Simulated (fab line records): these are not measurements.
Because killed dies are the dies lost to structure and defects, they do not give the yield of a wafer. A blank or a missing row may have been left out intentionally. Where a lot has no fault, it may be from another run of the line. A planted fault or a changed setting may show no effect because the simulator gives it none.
Split-lot experiment || flow berkeley-cmos170 || 5 lots, 23 wafers read, on a route of 331 steps

## ON THE SPLIT
At UCB170_SPACER_CVD_00 (deposits SiO2 from TEOS/O2, target thk 376 nm, time 47 s), the setting time-s was moved away from the recipe's 47 s on 8 of the 23 wafers read, by -9.2% to +11.2%. This setting was run at the recipe's value on the other wafers.

## FROM THE SPLIT TO THE READING: what the file shows between them, 2 steps
- UCB170_SPACER_THK_MEAS_01
- UCB170_SPACER_ANNEAL_02: time 1800 s

## THE READING
oes-product-au, in a.u., at UCB170_SPACER_ETCHBACK_03 (etches SiO2 in CHF3/CF4/Ar, stops on Si, target depth 376 nm, time 100 s). Typical for fault-free wafers on this fab line: 0.898 a.u., with standard deviation 0.016 a.u.

{"wafer": "L076.1", "tool, chamber at the split": "pecvd-01, 1", "time-s as run, s": 42.69, "against the recipe": "-9.2%", "oes-product-au, a.u.": 0.796, "against lot-mates on the recipe": -0.109}
{"wafer": "L076.2", "tool, chamber at the split": "pecvd-01, 0", "time-s as run, s": 42.69, "against the recipe": "-9.2%", "oes-product-au, a.u.": 0.844, "against lot-mates on the recipe": -0.061}
{"wafer": "L076.4", "tool, chamber at the split": "pecvd-01, 2", "time-s as run, s": 47, "against the recipe": "recipe", "oes-product-au, a.u.": 0.904, "against lot-mates on the recipe": "-"}
{"wafer": "L076.5", "tool, chamber at the split": "pecvd-01, 0", "time-s as run, s": 47, "against the recipe": "recipe", "oes-product-au, a.u.": 0.899, "against lot-mates on the recipe": "-"}
{"wafer": "L076.6", "tool, chamber at the split": "pecvd-01, 1", "time-s as run, s": 47, "against the recipe": "recipe", "oes-product-au, a.u.": 0.911, "against lot-mates on the recipe": "-"}
{"wafer": "L078.1", "tool, chamber at the split": "pecvd-03, 1", "time-s as run, s": 50.83, "against the recipe": "+8.1%", "oes-product-au, a.u.": 0.948, "against lot-mates on the recipe": "+0.053"}
{"wafer": "L078.3", "tool, chamber at the split": "pecvd-03, 2", "time-s as run, s": 47, "against the recipe": "recipe", "oes-product-au, a.u.": 0.889, "against lot-mates on the recipe": "-"}
{"wafer": "L078.4", "tool, chamber at the split": "pecvd-03, 1", "time-s as run, s": 47, "against the recipe": "recipe", "oes-product-au, a.u.": 0.903, "against lot-mates on the recipe": "-"}
{"wafer": "L078.5", "tool, chamber at the split": "pecvd-03, 2", "time-s as run, s": 47, "against the recipe": "recipe", "oes-product-au, a.u.": 0.892, "against lot-mates on the recipe": "-"}
{"wafer": "L078.6", "tool, chamber at the split": "pecvd-03, 0", "time-s as run, s": 50.83, "against the recipe": "+8.1%", "oes-product-au, a.u.": 0.936, "against lot-mates on the recipe": "+0.041"}
{"wafer": "L082.1", "tool, chamber at the split": "pecvd-01, 2", "time-s as run, s": 47, "against the recipe": "recipe", "oes-product-au, a.u.": 0.888, "against lot-mates on the recipe": "-"}
{"wafer": "L082.2", "tool, chamber at the split": "pecvd-01, 0", "time-s as run, s": 47, "against the recipe": "recipe", "oes-product-au, a.u.": 0.866, "against lot-mates on the recipe": "-"}
{"wafer": "L082.3", "tool, chamber at the split": "pecvd-01, 1", "time-s as run, s": 52.27, "against the recipe": "+11.2%", "oes-product-au, a.u.": 0.950, "against lot-mates on the recipe": "+0.072"}
{"wafer": "L082.4", "tool, chamber at the split": "pecvd-01, 1", "time-s as run, s": 47, "against the recipe": "recipe", "oes-product-au, a.u.": 0.879, "against lot-mates on the recipe": "-"}
{"wafer": "L082.5", "tool, chamber at the split": "pecvd-01, 2", "time-s as run, s": 52.27, "against the recipe": "+11.2%", "oes-product-au, a.u.": 0.979, "against lot-mates on the recipe": "+0.101"}
{"wafer": "L084.1", "tool, chamber at the split": "pecvd-03, 0", "time-s as run, s": 47, "against the recipe": "recipe", "oes-product-au, a.u.": 0.886, "against lot-mates on the recipe": "-"}
{"wafer": "L084.3", "tool, chamber at the split": "pecvd-03, 1", "time-s as run, s": 47, "against the recipe": "recipe", "oes-product-au, a.u.": 0.894, "against lot-mates on the recipe": "-"}
{"wafer": "L084.6", "tool, chamber at the split": "pecvd-03, 0", "time-s as run, s": 47, "against the recipe": "recipe", "oes-product-au, a.u.": 0.902, "against lot-mates on the recipe": "-"}
{"wafer": "L083.1", "tool, chamber at the split": "pecvd-02, 2", "time-s as run, s": 50.66, "against the recipe": "+7.8%", "oes-product-au, a.u.": 0.945, "against lot-mates on the recipe": "+0.060"}
{"wafer": "L083.2", "tool, chamber at the split": "pecvd-02, 0", "time-s as run, s": 50.66, "against the recipe": "+7.8%", "oes-product-au, a.u.": 0.947, "against lot-mates on the recipe": "+0.062"}
{"wafer": "L083.3", "tool, chamber at the split": "pecvd-02, 1", "time-s as run, s": 47, "against the recipe": "recipe", "oes-product-au, a.u.": 0.868, "against lot-mates on the recipe": "-"}
{"wafer": "L083.5", "tool, chamber at the split": "pecvd-02, 2", "time-s as run, s": 47, "against the recipe": "recipe", "oes-product-au, a.u.": 0.878, "against lot-mates on the recipe": "-"}
{"wafer": "L083.6", "tool, chamber at the split": "pecvd-02, 1", "time-s as run, s": 47, "against the recipe": "recipe", "oes-product-au, a.u.": 0.910, "against lot-mates on the recipe": "-"}

FIT RESULTS
A straight line over all 23 wafers: oes-product-au changes by +0.00695 a.u. for each +1% of time-s; r = +0.93; the points scatter about the line by 0.015 a.u.
The same after taking each lot's own level away (the mean of its wafers on the recipe; 23 wafers): +0.00789 a.u. for each +1%; r = +0.95; scatter 0.014 a.u.
The reading moves by 0.088 a.u. for the largest change in time-s, on that fit.
From 0.8777 to 0.9047 a.u.: that is the span of the lots' own levels, equal to 1.7 times the standard deviation above.
So the lot-to-lot level changes the slope: the two fits differ.
Check: with one of the wafers moved furthest among these (+11.2%) left out of the fit, the line predicts +0.0889 a.u. for it against its lot-mates. Against them it came out at +0.0723 a.u.

## FURTHER SPLITS ON THESE WAFERS
Before the reading, these wafers also passed through other splits. Each is held against what the fit with the lots' levels taken away leaves over:
{"other split on the same wafers": "UCB170_PLDD_EXPOSE_03 dose-mj", "wafers away from the commonest value": 7, "r with oes-product-au (lot level and that fit taken away)": -0.42}
{"other split on the same wafers": "UCB170_NLDD_COAT_01 resist-thk-nm", "wafers away from the commonest value": 5, "r with oes-product-au (lot level and that fit taken away)": "+0.20"}

## THE WHOLE CHAIN: every reading that the file lists as answering this split, in the file's order
{"step": "UCB170_SPACER_CVD_00", "what it does": "deposits SiO2 from TEOS/O2, target thk 376 nm, time 47 s", "reading": "SiO2_of_SPACER_CVD_00.thk-nm (the simulator's own value, which no gauge read)", "change (the file's fit)": "+3.91 nm for each +1% of the setting", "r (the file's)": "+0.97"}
{"step": "UCB170_SPACER_THK_MEAS_01", "what it does": "", "reading": "SPACER_TEOS_THK", "change (the file's fit)": "+3.92 for each +1% of the setting", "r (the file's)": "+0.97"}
{"step": "UCB170_SPACER_ETCHBACK_03", "what it does": "etches SiO2 in CHF3/CF4/Ar, stops on Si, target depth 376 nm, time 100 s", "reading": "oes-product-au", "change (the file's fit)": "+0.00776 a.u. for each +1% of the setting", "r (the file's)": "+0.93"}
{"step": "UCB170_SPACER_ETCHBACK_03", "what it does": "etches SiO2 in CHF3/CF4/Ar, stops on Si, target depth 376 nm, time 100 s", "reading": "etch.depth-nm (the simulator's own value, which no gauge read)", "change (the file's fit)": "+3.91 nm for each +1% of the setting", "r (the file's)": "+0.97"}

## FILE'S OWN FIT
oes-product-au changes by +0.00776 a.u. for each +1% of time-s, r = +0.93.
